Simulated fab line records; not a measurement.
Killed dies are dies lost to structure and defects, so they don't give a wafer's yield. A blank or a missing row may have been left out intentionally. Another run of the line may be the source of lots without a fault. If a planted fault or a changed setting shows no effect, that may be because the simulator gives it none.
A sampling plan put to the test + flow rit_cmos + each of the 14 faults these records tell of, on one fab line, judged from the records of the lots it struck
What counts as the plan is the set of the line's own looks, namely the steps on the route at which a gauge or an inspection reads a wafer and does not change it. A look can be judged if struck wafers have a number there and the file gives its usual mean and standard deviation on fault-free wafers. Caught: 4 or more of those standard deviations (sigma) separate the usual mean from the mean of the struck wafers at a look after the fault's first step. On the tool: the fault's steps, tested the same way using the tool's own readings. Also counted as caught: the struck wafers showing another recipe, or a record that is empty for them alone.

== THE FAULTS, as the simulator had put them in ==
1. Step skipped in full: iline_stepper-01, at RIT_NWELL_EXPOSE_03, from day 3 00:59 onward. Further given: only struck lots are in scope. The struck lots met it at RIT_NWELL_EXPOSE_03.
2. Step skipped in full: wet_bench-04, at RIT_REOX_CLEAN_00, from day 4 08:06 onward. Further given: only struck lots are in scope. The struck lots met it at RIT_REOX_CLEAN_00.
3. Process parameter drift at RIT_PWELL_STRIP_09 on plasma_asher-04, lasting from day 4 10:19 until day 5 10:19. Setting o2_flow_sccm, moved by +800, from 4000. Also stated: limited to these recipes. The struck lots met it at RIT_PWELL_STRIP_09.
4. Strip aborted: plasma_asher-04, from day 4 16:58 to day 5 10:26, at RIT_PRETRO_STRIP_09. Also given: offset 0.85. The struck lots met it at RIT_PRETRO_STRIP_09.
5. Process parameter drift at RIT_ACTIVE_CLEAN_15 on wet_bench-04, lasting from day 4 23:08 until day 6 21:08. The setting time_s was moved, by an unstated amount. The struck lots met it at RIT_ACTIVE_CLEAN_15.
6. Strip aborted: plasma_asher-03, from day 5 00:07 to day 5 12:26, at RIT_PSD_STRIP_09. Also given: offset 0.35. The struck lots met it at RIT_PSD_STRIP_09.
7. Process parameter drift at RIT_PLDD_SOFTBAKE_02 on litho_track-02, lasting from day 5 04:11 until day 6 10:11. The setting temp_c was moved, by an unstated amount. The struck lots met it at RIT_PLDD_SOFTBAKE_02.
8. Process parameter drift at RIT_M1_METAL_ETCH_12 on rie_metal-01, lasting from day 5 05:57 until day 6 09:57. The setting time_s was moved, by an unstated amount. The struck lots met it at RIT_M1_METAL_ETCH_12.
9. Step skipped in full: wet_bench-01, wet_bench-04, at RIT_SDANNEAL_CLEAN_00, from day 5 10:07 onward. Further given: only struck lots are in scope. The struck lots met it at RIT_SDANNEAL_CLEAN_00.
10. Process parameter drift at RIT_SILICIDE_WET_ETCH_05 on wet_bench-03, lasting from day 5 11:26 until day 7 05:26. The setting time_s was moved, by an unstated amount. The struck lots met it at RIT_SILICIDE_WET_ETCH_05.
11. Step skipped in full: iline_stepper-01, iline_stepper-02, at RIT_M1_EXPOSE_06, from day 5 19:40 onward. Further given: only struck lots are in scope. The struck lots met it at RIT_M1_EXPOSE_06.
12. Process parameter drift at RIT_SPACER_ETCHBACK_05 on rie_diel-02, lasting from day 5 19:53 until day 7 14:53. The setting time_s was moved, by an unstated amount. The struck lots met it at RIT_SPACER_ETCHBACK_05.
13. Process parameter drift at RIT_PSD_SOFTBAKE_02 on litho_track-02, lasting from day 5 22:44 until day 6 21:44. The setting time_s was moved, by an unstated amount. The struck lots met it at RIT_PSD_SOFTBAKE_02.
14. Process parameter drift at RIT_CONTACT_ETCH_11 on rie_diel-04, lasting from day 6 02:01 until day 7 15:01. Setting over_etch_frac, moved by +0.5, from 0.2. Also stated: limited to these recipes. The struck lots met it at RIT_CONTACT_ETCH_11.

== WHAT THE PLAN SAW ==
| fault | on the tool itself                               | first look that catches it                      | reading, sigma | median hours from its first step to that look | hours from the fault's start to the first struck lot there | judged looks passed uncaught |
|-------|--------------------------------------------------|-------------------------------------------------|----------------|-----------------------------------------------|------------------------------------------------------------|------------------------------|
| 1     | no reading that can be judged                    | no look after it can be judged                  | -              | -                                             | -                                                          | 0                            |
| 2     | the tool's record is blank for the struck wafers | no look after it can be judged                  | -              | -                                             | -                                                          | 0                            |
| 3     | o2_flow_sccm +61 sigma                           | no look after it can be judged                  | -              | -                                             | -                                                          | 0                            |
| 4     | run_length_s -99 or beyond sigma                 | no look after it can be judged                  | -              | -                                             | -                                                          | 0                            |
| 5     | run_length_s -8.3 sigma                          | none of the 2 looks that can be judged after it | -              | -                                             | -                                                          | 2                            |
| 6     | run_length_s -99 or beyond sigma                 | no look after it can be judged                  | -              | -                                             | -                                                          | 0                            |
| 7     | heater_power_total_W -13 sigma                   | no look after it can be judged                  | -              | -                                             | -                                                          | 0                            |
| 8     | run_length_s +6.1 sigma                          | no look after it can be judged                  | -              | -                                             | -                                                          | 0                            |
| 9     | the tool's record is blank for the struck wafers | no look after it can be judged                  | -              | -                                             | -                                                          | 0                            |
| 10    | run_length_s -13 sigma                           | no look after it can be judged                  | -              | -                                             | -                                                          | 0                            |
| 11    | no reading that can be judged                    | no look after it can be judged                  | -              | -                                             | -                                                          | 0                            |
| 12    | run_length_s -99 or beyond sigma                 | no look after it can be judged                  | -              | -                                             | -                                                          | 0                            |
| 13    | run_length_s -34 sigma                           | no look after it can be judged                  | -              | -                                             | -                                                          | 0                            |
| 14    | under 2 sigma                                    | no look after it can be judged                  | -              | -                                             | -                                                          | 0                            |
A dash: the fault isn't caught, or these records don't give the number.

Caught at a look: 0 of 14. Caught on the tool: 11 of 14. By one or the other: 11 of 14.
On the tool alone, faults 2, 3, 4, 5, 6, 7, 8, 9, 10, 12, 13 were caught.
Caught by neither: faults 1, 11, 14.
